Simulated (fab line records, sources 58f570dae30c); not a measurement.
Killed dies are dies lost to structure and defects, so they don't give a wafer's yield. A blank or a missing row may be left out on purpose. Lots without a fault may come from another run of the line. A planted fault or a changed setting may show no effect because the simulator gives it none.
One fault seen from 2 desks | flow berkeley_cmos170 | each desk has only its own numbers; what lay behind them comes last

THE METROLOGY DESK
What the gauges read, lot by lot, whatever tool the lot ran on: means of the sampled wafers that have a number. A lot is out of limits, marked OUT, if its mean lies more than 4 standard deviations from the usual mean; the brackets give that distance.
Columns: A = NVT_OVL at UCB170_NVT_OVL_MEAS_06, usual 0 nm; B = PVT_OVL at UCB170_PVT_OVL_MEAS_06, usual -2 nm; C = GATE_OVL at UCB170_GATE_OVL_MEAS_13, usual 0 nm; D = PLDD_RS at UCB170_SDANNEAL_RS_MEAS_04, usual 1032.4 ohm/sq
lot  | first seen here | A  | B  | C   | D
L303 | day 6 00:38     | -5 | 1  | -11 | 1033.8
L302 | day 6 00:53     | -1 | -2 | -0  | 1032.9
L304 | day 6 06:37     | -4 | -4 | 0   | 1034.8
L306 | day 6 06:44     | 5  | -7 | -2  | 1029.3
L305 | day 6 06:58     | 8  | -3 | 1   | 1026.2
L307 | day 6 13:47     | 1  | -8 | -2  | 1031.5
L308 | day 6 14:01     | -3 | 5  | 0   | 1030.6
L309 | day 7 02:03     | -1 | 4  | 5   | 1034.4
L318 | day 9 01:06     | -5 | -8 | 1   | 1065.1 (+13) OUT
L321 | day 9 16:58     | -5 | 1  | 2   | 1062.4 (+12) OUT
L322 | day 10 08:55    | -1 | -5 | 4   | 1036.5
L324 | day 10 09:01    | 3  | 4  | 2   | 1031.9
This desk's finding: out of limits on L318, L321; first on L318, day 10 09:25 (PLDD_RS at UCB170_SDANNEAL_RS_MEAS_04). In limits: L303, L302, L304, L306, L305, L307, L308, L309, L322, L324.

THE TOOL OWNER'S DESK: implanter-01
The tool's own readings at UCB170_PLDD_IMPLANT_09: means of the sampled wafers that have a number, for each lot that ran on this tool. A lot is out of limits, marked OUT, if its mean lies more than 4 standard deviations from the usual mean; the brackets give that distance.
Columns: A = dose_ions_cm2 at UCB170_PLDD_IMPLANT_09, usual 5e+13; B = faraday_current_uA at UCB170_PLDD_IMPLANT_09, usual 159
lot  | first seen here | A               | B
L302 | day 6 17:33     | 5e+13           | 160
L306 | day 7 00:32     | 5e+13           | 158
L305 | day 7 00:50     | 5e+13           | 160
L307 | day 7 03:43     | 5e+13           | 160
L318 | day 9 19:53     | 5e+13 (-67) OUT | 150
L321 | day 10 10:34    | 5e+13 (-67) OUT | 147
This desk's finding: out of limits on L318, L321; first on L318, day 9 19:53 (dose_ions_cm2 at UCB170_PLDD_IMPLANT_09). In limits: L302, L306, L305, L307.

PUT TOGETHER
The tool owner's desk could have raised an alarm at day 9 19:53, on L318, L321.
The metrology desk could have raised an alarm at day 10 09:25, on L318, L321.
Of the lots named, all ran UCB170_PLDD_IMPLANT_09 on implanter-01.

WHAT THE SIMULATOR HAD PUT IN
Process parameter drift: implanter-01, from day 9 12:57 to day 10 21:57, at UCB170_PLDD_IMPLANT_09. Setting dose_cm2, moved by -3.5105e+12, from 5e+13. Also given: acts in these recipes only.
Lots struck among those shown: L318, L321.
Hours from the fault's start to each desk's first reading out of limits: the tool owner's desk, 7; the metrology desk, 20.
